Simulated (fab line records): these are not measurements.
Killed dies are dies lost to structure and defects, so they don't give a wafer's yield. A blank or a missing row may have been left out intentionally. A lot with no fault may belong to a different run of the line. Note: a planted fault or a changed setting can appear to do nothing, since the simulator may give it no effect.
Check for tools in common	flow berkeley cmos170	Lots sampled 14, wafers sampled 42

== REASON IT WAS OPENED ==
Of 14 lots, 2 have the reading NVT_TW flagged at UCB170_NVT_TW_MEAS_09. Wafers without a fault read 523.3, standard deviation 3.
Rule: a lot is flagged in two cases, either no wafer of it has a number, or all its wafers with numbers fall more than 4 standard deviations from that mean. The other lots count as sound.

lot	measured	on	NVT_TW, wafer by wafer	flag
L550	day 6 22:40	film metro-03	518.6 520.2 517.5	
L549	day 6 22:58	film metro-04	520.6 520.7 522.1	
L554	day 7 13:34	film metro-04	528.4 529.9 528.1	
L552	day 7 14:07	film metro-03	522.5 522.7 523.3	
L553	day 7 14:17	film metro-04	525.3 527.6 525.9	
L557	day 8 04:21	film metro-04	519.6 522.0 522.4	
L556	day 8 04:41	film metro-03	520.8 520.5 523.2	
L558	day 8 05:04	film metro-04	521.9 521.9 520.5	
L566	day 10 10:19	film metro-01	267.3 263.6 260.8	FLAGGED
L569	day 10 10:22	film metro-04	524.0 528.4 526.5	
L567	day 10 10:48	film metro-01	261.9 260.8 266.6	FLAGGED
L570	day 11 05:22	film metro-03	521.0 521.6 521.2	
L571	day 11 13:56	film metro-04	523.7 525.6 524.2	
L572	day 11 14:30	film metro-04	522.4 521.7 521.5	
The mean of the flagged lots' numbers is 263.5, -259.8 from the usual (-87 standard deviations).

== TOOL THAT RAN EACH LOT ==
The record holds 3 process steps before the reading, out of a route of 331 steps. Every cell lists first the tool, next ch and the chambers used by the sampled wafers, and last the start.
lot	flag	UCB170_NWELL_ETCH_13	UCB170_NWELL_STRIP_15	UCB170_NVT_IMPLANT_07
L550		rie diel-01 ch 0,2,3, day 2 15:20	plasma asher-02 ch 0,1, day 2 15:35	implanter-03 ch 0, day 6 22:25
L549		rie diel-03 ch 2,3, day 2 15:14	plasma asher-01 ch 0,1, day 2 15:30	implanter-04 ch 0, day 6 22:43
L554		rie diel-02 ch 1,3, day 3 10:50	plasma asher-02 ch 0,1, day 3 11:05	implanter-04 ch 0, day 7 13:19
L552		rie diel-02 ch 1,2,3, day 3 11:05	plasma asher-02 ch 0,1, day 3 11:20	implanter-03 ch 0, day 7 13:55
L553		rie diel-01 ch 0,3, day 3 10:53	plasma asher-01 ch 0,1, day 3 11:08	implanter-01 ch 0, day 7 14:02
L557		rie diel-01 ch 0,2,3, day 4 04:54	plasma asher-04 ch 0,1, day 4 05:09	implanter-01 ch 0, day 8 04:07
L556		rie diel-03 ch 0,1,2, day 4 05:10	plasma asher-02 ch 0,1, day 4 05:25	implanter-04 ch 0, day 8 04:27
L558		rie diel-02 ch 1,2,3, day 4 05:22	plasma asher-01 ch 0,1, day 4 05:37	implanter-03 ch 0, day 8 04:49
L566	FLAGGED	rie diel-03 ch 0,2,3, day 6 03:01	plasma asher-04 ch 0,1, day 6 03:16	implanter-03 ch 0, day 10 10:04
L569		rie diel-03 ch 0,3, day 6 14:32	plasma asher-01 ch 0,1, day 6 14:48	implanter-04 ch 0, day 10 10:07
L567	FLAGGED	rie diel-02 ch 1,2,3, day 6 02:44	plasma asher-02 ch 0,1, day 6 02:59	implanter-03 ch 0, day 10 10:34
L570		rie diel-01 ch 0,2,3, day 7 02:39	plasma asher-02 ch 0,1, day 7 02:55	implanter-04 ch 0, day 11 05:07
L571		rie diel-02 ch 1,2, day 7 08:06	plasma asher-02 ch 0,1, day 7 08:21	implanter-01 ch 0, day 11 13:41
L572		rie diel-01 ch 0,1,3, day 7 14:07	plasma asher-02 ch 0,1, day 7 14:23	implanter-04 ch 0, day 11 14:17
What is done by these steps:
- UCB170_NWELL_ETCH_13: etches Si3N4 in CH3F/Ar/O2, stops on SiO2, target depth 246.4 nm, time 154 s.
- UCB170_NWELL_STRIP_15: strips in O2.
- UCB170_NVT_IMPLANT_07
- UCB170_NVT_TW_MEAS_09

== FLAGGED OVER TOTAL, TOOL BY TOOL (the gauges that took the reading come last) ==
step	tool	lots run	flagged	share of the flagged lots	sound lots run after its first flagged lot
UCB170_NWELL_ETCH_13	rie diel-01	5	0	none	-
UCB170_NWELL_ETCH_13	rie diel-02	5	1	some	1 (L571)
UCB170_NWELL_ETCH_13	rie diel-03	4	1	some	1 (L569)
UCB170_NWELL_STRIP_15	plasma asher-01	4	0	none	-
UCB170_NWELL_STRIP_15	plasma asher-02	8	1	some	3 (L570,L571,L572)
UCB170_NWELL_STRIP_15	plasma asher-04	2	1	some	0
UCB170_NVT_IMPLANT_07	implanter-01	3	0	none	-
UCB170_NVT_IMPLANT_07	implanter-03	5	2	all	0
UCB170_NVT_IMPLANT_07	implanter-04	6	0	none	-
UCB170_NVT_TW_MEAS_09	film metro-01	2	2	all	0
UCB170_NVT_TW_MEAS_09	film metro-03	4	0	none	-
UCB170_NVT_TW_MEAS_09	film metro-04	8	0	none	-

== WHAT THE TABLE PERMITS ==
Every flagged lot went through 2 rows of the table: implanter-03 at UCB170_NVT_IMPLANT_07 and film metro-01 at UCB170_NVT_TW_MEAS_09.
- implanter-03 at UCB170_NVT_IMPLANT_07 ran 5 lots, 2 of them flagged. It ran its last sound lot, L558, at day 8 04:49 and its first flagged lot, L566, at day 10 10:04: a fault with its onset between the two fits. Its own readings lie more than 4 standard deviations out on every wafer of the flagged lots: dose ions cm2, faraday current uA.
- film metro-01 at UCB170_NVT_TW_MEAS_09 ran 2 lots, 2 of them flagged. Because this sample shows no sound lot run on it before its first flagged lot, the start cannot be pinned down more closely.
These 2 tools cannot be told apart by counting lots, since each of them fits a fault that started at some hour. More lots, or a look at what each step does to the wafer, might.

== WHAT THE SIMULATOR HAD PUT IN ==
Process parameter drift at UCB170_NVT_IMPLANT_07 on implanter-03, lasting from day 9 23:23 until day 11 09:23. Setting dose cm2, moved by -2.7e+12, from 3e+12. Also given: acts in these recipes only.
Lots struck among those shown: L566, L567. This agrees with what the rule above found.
